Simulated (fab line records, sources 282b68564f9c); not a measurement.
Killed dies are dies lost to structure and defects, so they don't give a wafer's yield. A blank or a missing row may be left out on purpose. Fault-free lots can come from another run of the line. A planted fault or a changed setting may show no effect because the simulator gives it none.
fab line records | flow rit-cmos
[record] lots = 14 wafers = 42 last-day = 7
route steps=202 shown CONTACT@182 M1@202
lots that met no fault: from a run of the same line without faults
start-h: hours from the record's opening day to when the first of the lot's shown wafers began | wait-h: time in hours since the lot's previous step | " the same as in the row above | L1.1+2: one row covering several wafers at once | - value missing, or start not given | * or withheld: withheld | < > ~ a bound
route shown NAME@n: a module of which the file shows steps, and the number in the route of the first | usual: mean and standard deviation over wafers with no fault | same: alike in all rows | chamber/n: place in a boat | sites: the reading at each site | _std_site: standard deviation across them | _edge_site: outer sites' mean less inner sites' | radius-mm: for every site, how far away it sits from the centre of the wafer | mask NAME#n: copy n | behind: the last tool/chamber to shape the wafer | hold: what put the lot on hold/how long, in hours/how the hold closed | device: which transistor (n, p or np) failed to switch | end of line: the route-end tests of the same wafers | a step with no rows: only its recipe | killed: count of dies lost to structure and defects at first sort (not the wafer's yield) | map: dies across one wafer; x = killed, . = not, _ = none there
set.NAME: the setting that was run; set.NAME@STEP: the one run at that earlier step | model.NAME: the simulator's own value behind a step, which no gauge read
route steps across a sampled set of lots; one table per step, one row per wafer
services: when a tool's chamber went out of use (start-h, in hours from the record's first day, below 0 if earlier), for how many hours, and the reason
[[steps]]
[step RIT_CONTACT_CLEAN_13]
[recipe] chemistry = SC1 mix = 3:3:50 time-s = 600 temp-c = 75
[usual] bath-guard-temp-C = 75.3/0.47 bath-heat-duty-pct = 15.1/1.3 time-s = 600/0
// columns lot.wafer tool chamber start-h wait-h bath-guard-temp-C bath-heat-duty-pct time-s
L983.2 wet-bench-03 1 57.73 0.1 76.2 14.1 600
L983.4 " 1 " " 76.4 15.2 600
L983.6 " 1 " " 75.7 13.6 600
L985.3 wet-bench-02 3 69.10 0.1 74.7 16.2 600
L985.5 " 3 " " 75.2 14.4 600
L985.6 " 3 " " 75.1 17.9 600
L986.3 wet-bench-04 2 70.53 0.1 75.4 15.0 600
L986.4 " 2 " " 75.3 14.4 600
L986.5 " 2 " " 75.3 14.0 600
L987.2 wet-bench-04 3 75.37 0.1 75.3 13.7 600
L987.3 " 3 " " 75.5 14.7 600
L987.5 " 3 " " 75.5 13.9 600
L988.3 wet-bench-04 1 80.44 0.1 75.1 14.0 600
L988.5 " 1 " " 75.3 13.9 600
L988.6 " 1 " " 75.3 14.4 600
L989.2 wet-bench-04 2 84.28 0.1 - - -
L989.4 " 2 " " - - -
L989.6 " 2 " " - - -
L990.1 wet-bench-03 1 88.72 0.1 - - -
L990.2 " 1 " " - - -
L990.3 " 1 " " - - -
L998.2 wet-bench-04 2 138.05 0.1 75.3 14.0 600
L998.3 " 2 " " 75.0 14.2 600
L998.4 " 2 " " 75.3 13.7 600
L101.2 wet-bench-04 2 148.07 0.1 75.2 13.2 600
L101.4 " 2 " " 75.3 14.2 600
L101.5 " 2 " " 75.3 14.3 600
L102.2 wet-bench-03 3 161.60 0.1 75.4 17.4 600
L102.3 " 3 " " 75.4 17.6 600
L102.5 " 3 " " 75.4 17.6 600
L103.1 wet-bench-03 1 161.96 0.1 75.8 14.6 600
L103.4 " 1 " " 76.2 16.0 600
L103.5 " 1 " " 75.6 16.2 600
L104.2 wet-bench-04 2 166.21 0.1 75.1 13.7 600
L104.3 " 2 " " 75.0 13.1 600
L104.4 " 2 " " 75.3 14.1 600
L105.1 wet-bench-03 1 170.23 0.1 75.8 15.3 600
L105.5 " 1 " " 76.0 16.2 600
L105.6 " 1 " " 75.8 15.2 600
L106.1 wet-bench-02 1 174.51 0.1 74.5 15.3 600
L106.2 " 1 " " 74.6 15.5 600
L106.6 " 1 " " 74.8 14.0 600
[step RIT_M1_PROBE_99]
[usual] killed-at-contacts = 0.0/0.2 killed-at-front-end = 6.6/2.8 killed-dies = 6.6/2.8 killed-open = 3.3/1.9 killed-short = 3.2/1.8
[same] gross-dies = 264 killed_at_M0_to_M3 = 0 killed_at_M4_up = 0 killed-at-back-side = 0 killed-at-other = 0
// columns lot.wafer tool chamber start-h wait-h killed-at-contacts killed-at-front-end killed-dies killed-open killed-short
L983.2 prober-02 - 62.46 0.1 0 6 6 4 2
L983.4 prober-02 - 62.56 0.2 0 8 8 5 3
L983.6 prober-02 - 62.66 0.2 0 7 7 4 3
L985.3 prober-02 - 73.69 0.2 0 2 2 0 2
L985.5 prober-02 - 73.79 0.2 0 10 10 3 7
L985.6 prober-02 - 73.84 0.2 0 5 5 3 2
L986.3 prober-01 - 75.19 0.2 0 6 6 1 5
L986.4 prober-01 - 75.24 0.2 0 6 6 3 3
L986.5 prober-01 - 75.29 0.2 0 9 9 7 2
L987.2 prober-02 - 79.87 0.1 0 10 10 7 3
L987.3 prober-02 - 79.92 0.2 0 5 5 4 1
L987.5 prober-02 - 80.02 0.2 0 7 7 5 2
L988.3 prober-01 - 84.91 0.2 0 9 9 4 5
L988.5 prober-01 - 85.01 0.2 0 10 10 6 4
L988.6 prober-01 - 85.06 0.2 0 8 8 3 5
L989.2 prober-02 - 88.72 0.1 0 8 8 4 4
L989.4 prober-02 - 88.82 0.2 0 8 8 3 5
L989.6 prober-02 - 88.92 0.2 1 10 11 5 6
L990.1 prober-01 - 93.23 0.1 0 6 6 3 3
L990.2 prober-01 - 93.28 0.1 0 9 9 4 5
L990.3 prober-01 - 93.33 0.2 0 5 5 2 2
L998.2 prober-01 - 142.73 0.1 0 1 1 1 0
L998.3 prober-01 - 142.78 0.2 0 5 5 2 3
L998.4 prober-01 - 142.83 0.2 0 10 10 5 5
L101.2 prober-02 - 152.76 0.1 0 8 8 4 4
L101.4 prober-02 - 152.86 0.2 0 12 12 7 5
L101.5 prober-02 - 152.91 0.2 0 3 3 1 2
L102.2 prober-01 - 166.19 0.1 1 7 8 3 5
L102.3 prober-01 - 166.24 0.2 0 3 3 1 2
L102.5 prober-01 - 166.34 0.2 0 8 8 4 4
L103.1 prober-02 - 167.64 0.1 0 3 3 2 1
L103.4 prober-02 - 167.79 0.2 0 8 8 4 4
L103.5 prober-02 - 167.84 0.2 0 1 1 1 0
L104.2 prober-01 - 170.68 0.1 0 11 11 4 6
L104.3 prober-01 - 170.73 0.2 0 7 7 4 2
L104.4 prober-01 - 170.78 0.2 0 7 7 3 4
L105.1 prober-02 - 174.75 0.1 0 8 8 4 4
L105.5 prober-02 - 174.95 0.2 0 8 8 3 5
L105.6 prober-02 - 175.00 0.2 0 4 4 2 2
L106.1 prober-01 - 178.94 0.1 0 4 4 2 2
L106.2 prober-01 - 178.99 0.1 0 2 2 2 0
L106.6 prober-01 - 179.19 0.2 0 4 4 1 3
// killed by level:class
L983.2 SPACER:geometric-particle:open=2 SILICIDE:geometric-particle:open=2 FOX1:geometric-particle:short=1 GATE:geometric-particle:short=1
L983.4 FOX1:geometric-particle:open=2 SPACER:geometric-particle:short=2 SPACER:geometric-particle:open=2 FOX2:geometric-particle:open=1 SILICIDE:geometric-particle:short=1
L983.6 FOX1:geometric-particle:open=2 ACTIVE:geometric-particle:open=1 FOX1:geometric-particle:short=1 GATE:geometric-particle:short=1 GATE:geometric-particle:open=1 SPACER:geometric-particle:short=1
L985.3 GATE:geometric-particle:short=1 SPACER:geometric-particle:short=1
L985.5 GATE:geometric-particle:short=3 GATE:geometric-particle:open=2 SPACER:geometric-particle:short=2 SILICIDE:geometric-particle:short=2 SILICIDE:geometric-particle:open=1
L985.6 FOX1:geometric-particle:short=1 FOX1:geometric-particle:open=1 GATE:geometric-particle:open=1 GATE:geometric-particle:short=1 SPACER:geometric-particle:open=1
L986.3 FOX1:geometric-particle:short=2 GATE:geometric-particle:short=2 REOX:geometric-particle:open=1 SPACER:geometric-particle:short=1
L986.4 GATE:geometric-particle:open=2 SPACER:geometric-particle:short=2 GATE:geometric-particle:short=1 SPACER:geometric-particle:open=1
L986.5 GATE:geometric-particle:open=4 ACTIVE:geometric-particle:open=1 FOX1:geometric-particle:short=1 FOX1:geometric-particle:open=1 GATE:geometric-particle:short=1 SILICIDE:geometric-particle:open=1
L987.2 REOX:geometric-particle:open=3 GATE:geometric-particle:open=2 FOX1:geometric-particle:short=1 FOX1:geometric-particle:open=1 GATE:geometric-particle:short=1 REOX:geometric-particle:short=1 SILICIDE:geometric-particle:open=1
L987.3 GATE:geometric-particle:open=3 FOX1:geometric-particle:short=1 SPACER:geometric-particle:open=1
L987.5 GATE:geometric-particle:open=2 REOX:geometric-particle:open=1 SPACER:geometric-particle:open=1 SPACER:geometric-particle:short=1 SILICIDE:geometric-particle:open=1 SILICIDE:geometric-particle:short=1
L988.3 FOX1:geometric-particle:open=2 GATE:geometric-particle:open=2 SPACER:geometric-particle:short=2 FOX1:geometric-particle:short=1 GATE:geometric-particle:short=1 REOX:geometric-particle:short=1
L988.5 FOX1:geometric-particle:open=4 GATE:geometric-particle:short=2 FOX1:geometric-particle:short=1 REOX:geometric-particle:open=1 SILICIDE:geometric-particle:open=1 SILICIDE:geometric-particle:short=1
L988.6 GATE:geometric-particle:open=2 FOX1:geometric-particle:short=1 FOX2:geometric-particle:short=1 GATE:geometric-particle:short=1 REOX:geometric-particle:short=1 SILICIDE:geometric-particle:open=1 SILICIDE:geometric-particle:short=1
L989.2 FOX2:geometric-particle:open=2 FOX1:geometric-particle:short=1 FOX2:geometric-particle:short=1 GATE:geometric-particle:open=1 REOX:geometric-particle:short=1 SPACER:geometric-particle:short=1 SPACER:geometric-particle:open=1
L989.4 SPACER:geometric-particle:short=3 FOX2:geometric-particle:open=2 FOX2:geometric-particle:short=1 SPACER:geometric-particle:open=1 SILICIDE:geometric-particle:short=1
L989.6 SPACER:geometric-particle:open=2 FOX1:geometric-particle:open=1 FOX2:geometric-particle:open=1 FOX2:geometric-particle:short=1 GATE:geometric-particle:short=1 REOX:geometric-particle:short=1 SILICIDE:geometric-particle:open=1 SPACER:geometric-particle:short=1
L990.1 FOX1:geometric-particle:short=2 GATE:geometric-particle:open=2 FOX2:geometric-particle:short=1 SILICIDE:geometric-particle:open=1
L990.2 SPACER:geometric-particle:open=3 FOX1:geometric-particle:short=2 FOX2:geometric-particle:short=1 FOX2:geometric-particle:open=1 REOX:geometric-particle:short=1 SILICIDE:geometric-particle:short=1
L990.3 GATE:geometric-particle:open=2 GATE:geometric-particle:short=1 REOX:geometric-particle:short=1 NWELL:coat-microbubble-printed=1
L998.2 FOX2:geometric-particle:open=1
L998.3 FOX2:geometric-particle:short=2 GATE:geometric-particle:short=1 REOX:geometric-particle:open=1 SILICIDE:geometric-particle:open=1
L998.4 FOX2:geometric-particle:open=2 GATE:geometric-particle:short=2 SILICIDE:geometric-particle:short=2 FOX1:geometric-particle:open=1 FOX2:geometric-particle:short=1 GATE:geometric-particle:open=1 SILICIDE:geometric-particle:open=1
L101.2 GATE:geometric-particle:open=3 GATE:geometric-particle:short=2 SPACER:geometric-particle:short=1 SILICIDE:geometric-particle:short=1 SILICIDE:geometric-particle:open=1
L101.4 GATE:geometric-particle:open=5 GATE:geometric-particle:short=4 FOX1:geometric-particle:open=2 SILICIDE:geometric-particle:short=1
L101.5 FOX1:geometric-particle:short=1 GATE:geometric-particle:open=1 SILICIDE:geometric-particle:short=1
L102.2 GATE:geometric-particle:short=3 FOX1:geometric-particle:short=1 FOX1:geometric-particle:open=1 GATE:geometric-particle:open=1 REOX:geometric-particle:short=1 CONTACT:geometric-particle:open=1
L102.3 GATE:geometric-particle:short=2 GATE:geometric-particle:open=1
L102.5 GATE:geometric-particle:short=2 SPACER:geometric-particle:open=2 FOX2:geometric-particle:open=1 FOX2:geometric-particle:short=1 REOX:geometric-particle:open=1 SPACER:geometric-particle:short=1
L103.1 GATE:geometric-particle:open=1 REOX:geometric-particle:open=1 SPACER:geometric-particle:short=1
L103.4 GATE:geometric-particle:open=2 SILICIDE:geometric-particle:short=2 FOX2:geometric-particle:open=1 GATE:geometric-particle:short=1 REOX:geometric-particle:short=1 SPACER:geometric-particle:open=1
L103.5 SILICIDE:geometric-particle:open=1
L104.2 GATE:geometric-particle:short=3 FOX1:geometric-particle:short=2 GATE:geometric-particle:open=2 REOX:geometric-particle:open=1 REOX:geometric-particle:short=1 SPACER:geometric-particle:open=1 NLDD:coat-microbubble-printed=1
L104.3 GATE:geometric-particle:open=2 FOX2:geometric-particle:open=1 GATE:geometric-particle:short=1 REOX:geometric-particle:short=1 REOX:geometric-particle:open=1 NLDD:coat-microbubble-printed=1
L104.4 FOX1:geometric-particle:open=2 FOX2:geometric-particle:short=1 GATE:geometric-particle:short=1 SPACER:geometric-particle:short=1 SILICIDE:geometric-particle:open=1 SILICIDE:geometric-particle:short=1
L105.1 SPACER:geometric-particle:short=2 SPACER:geometric-particle:open=2 GATE:geometric-particle:open=1 REOX:geometric-particle:short=1 REOX:geometric-particle:open=1 SILICIDE:geometric-particle:short=1
L105.5 GATE:geometric-particle:short=2 GATE:geometric-particle:open=2 FOX1:geometric-particle:short=1 REOX:geometric-particle:short=1 SPACER:geometric-particle:short=1 SPACER:geometric-particle:open=1
L105.6 GATE:geometric-particle:open=2 REOX:geometric-particle:short=1 SPACER:geometric-particle:short=1
L106.1 FOX2:geometric-particle:short=1 FOX2:geometric-particle:open=1 SPACER:geometric-particle:short=1 SILICIDE:geometric-particle:open=1
L106.2 GATE:geometric-particle:open=1 SPACER:geometric-particle:open=1
L106.6 GATE:geometric-particle:short=2 FOX2:geometric-particle:open=1 SPACER:geometric-particle:short=1
[[services]]
// columns tool chamber start-h hours kind
wet-bench-04 - 94.48 1.9 pm
[[key]]
[first-sign] step = RIT_CONTACT_CLEAN_13 reading = tool-record direction = missing
effect none on later readings
met-at RIT_CONTACT_CLEAN_13
struck-lots L989,L990
tester-left-out L989,L990
onset-between 80.44 84.28
[fault] kind = skipped-step-whole tool = wet-bench-03,wet-bench-04 chamber = - onset-h = 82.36 steps = RIT_CONTACT_CLEAN_13 scope = struck-lots-only
// tester-left-out: of these lots the tester's yield and bins aren't shown, on N5 and GAA mostly nor the transistor test; their killed dies are dies lost to structure and defects alone, not to doping, threshold or leakage, so they don't give the yield
